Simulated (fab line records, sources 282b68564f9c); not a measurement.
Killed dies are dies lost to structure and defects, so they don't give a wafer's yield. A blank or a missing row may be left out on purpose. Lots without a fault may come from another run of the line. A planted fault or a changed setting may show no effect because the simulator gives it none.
Which tool did it? | flow rit_cmos | 9 lots, 27 wafers sampled, at 2 steps of a route of 202

WHAT THE GAUGES READ, wafer by wafer
RIT_GATE_THK_MEAS_09.
lot  | measured    | on            | GATE_POLY_THK (nm)
L538 | day 2 11:55 | film_metro-03 | 248.6 248.0 246.3
L539 | day 2 16:03 | film_metro-03 | 248.9 251.1 250.7
L540 | day 2 20:41 | film_metro-03 | 252.0 249.6 251.1
L541 | day 3 02:17 | film_metro-03 | 250.0 250.7 248.2
L542 | day 3 08:05 | film_metro-02 | 248.1 246.4 246.6
L544 | day 3 18:29 | film_metro-01 | 243.8 247.8 246.4
L548 | day 4 13:37 | film_metro-03 | 120.2 121.2 120.8
L553 | day 5 13:54 | film_metro-01 | 249.3 248.5 246.9
L557 | day 6 10:19 | film_metro-02 | 253.5 252.8 253.2

WHICH TOOL RAN EACH LOT (tool, then ch and the chambers of the sampled wafers, then the start)
lot  | RIT_GATE_CVD_08
L538 | lpcvd-01 ch 0, day 2 10:19
L539 | lpcvd-02 ch 1, day 2 14:25
L540 | lpcvd-01 ch 1, day 2 19:04
L541 | lpcvd-02 ch 0, day 3 00:41
L542 | lpcvd-02 ch 0, day 3 06:28
L544 | lpcvd-01 ch 1, day 3 16:51
L548 | lpcvd-02 ch 0, day 4 12:00
L553 | lpcvd-01 ch 0, day 5 12:16
L557 | lpcvd-01 ch 1, day 6 08:41
- RIT_GATE_CVD_08: deposits poly-Si from SiH4, target thk 250 nm, time 2220 s.

WHAT THE TOOLS THEMSELVES READ (means of the sampled wafers that have a number; where no wafer has one, the mark that the record gives instead)
RIT_GATE_CVD_08.
lot  | tool     | pressure_mtorr (mTorr) | sih4_flow_sccm (sccm) | spike_tc_source_C (C) | susceptor_temp_C (C) | zone_power_source_pct (%)
L538 | lpcvd-01 | 300.2                  | 100.3                 | 629.3                 | 610.22               | 11.7
L539 | lpcvd-02 | 300.7                  | 99.6                  | 628.8                 | 609.95               | 12.4
L540 | lpcvd-01 | 299.9                  | 100.2                 | 633.6                 | 609.70               | 11.7
L541 | lpcvd-02 | 300.9                  | 99.8                  | 625.9                 | 610.00               | 10.5
L542 | lpcvd-02 | 300.2                  | 100.1                 | 626.4                 | 610.10               | 10.6
L544 | lpcvd-01 | 299.9                  | 100.2                 | 632.7                 | 609.90               | 11.8
L548 | lpcvd-02 | 300.8                  | 50.0                  | 625.6                 | 609.79               | 10.6
L553 | lpcvd-01 | 300.2                  | 100.0                 | 629.5                 | 610.19               | 11.7
L557 | lpcvd-01 | 300.4                  | 100.3                 | 632.8                 | 609.80               | 11.8

THE ANSWER, worked out from the rows above alone
Rule: what is usual is taken from the lots themselves. Put in order of their means at a reading, lots are off if they are a third of the lots or fewer, leave a main group of 4 or more, and stand apart from it by a gap of 3 or more times the standard deviation of the main group's means; of several such gaps the widest counts. A main group whose means are all the same, to the digits that the tables above print for the reading, isn't used. A lot without any number at a reading at which 4 lots or more have one is off too. The other lots that the step has rows for count as sound. The gauges are gone through in route order, then the tools' own readings, and for those a lot's mean is taken as printed above. The first step at which some lot is off is used, and at that step the reading that is off furthest; a lot without a number counts as furthest.
Off: L548, at RIT_GATE_THK_MEAS_09 (GATE_POLY_THK). The main group: mean 249.1 nm, standard deviation 2.2.
A tool fits if, at a process step before that reading, it ran every lot that is off, and no sound lot after the first of them. The gauges at RIT_GATE_THK_MEAS_09 aren't tried: what is off there is off at RIT_GATE_CVD_08 too, on other tools, and a gauge's error can't cause that. One fits: lpcvd-02 at RIT_GATE_CVD_08. Its last sound lot is L542 (day 3 06:28), its first lot that is off L548 (day 4 12:00): a fault that began between those two fits.
The tool's own readings at RIT_GATE_CVD_08 bear it out: on the lots that are off they differ by more than 5 times the standard deviation of the sound lots' means. sih4_flow_sccm reads 50.0 sccm there against 100.1 sccm on the sound lots.

WHAT THE SIMULATOR HAD PUT IN
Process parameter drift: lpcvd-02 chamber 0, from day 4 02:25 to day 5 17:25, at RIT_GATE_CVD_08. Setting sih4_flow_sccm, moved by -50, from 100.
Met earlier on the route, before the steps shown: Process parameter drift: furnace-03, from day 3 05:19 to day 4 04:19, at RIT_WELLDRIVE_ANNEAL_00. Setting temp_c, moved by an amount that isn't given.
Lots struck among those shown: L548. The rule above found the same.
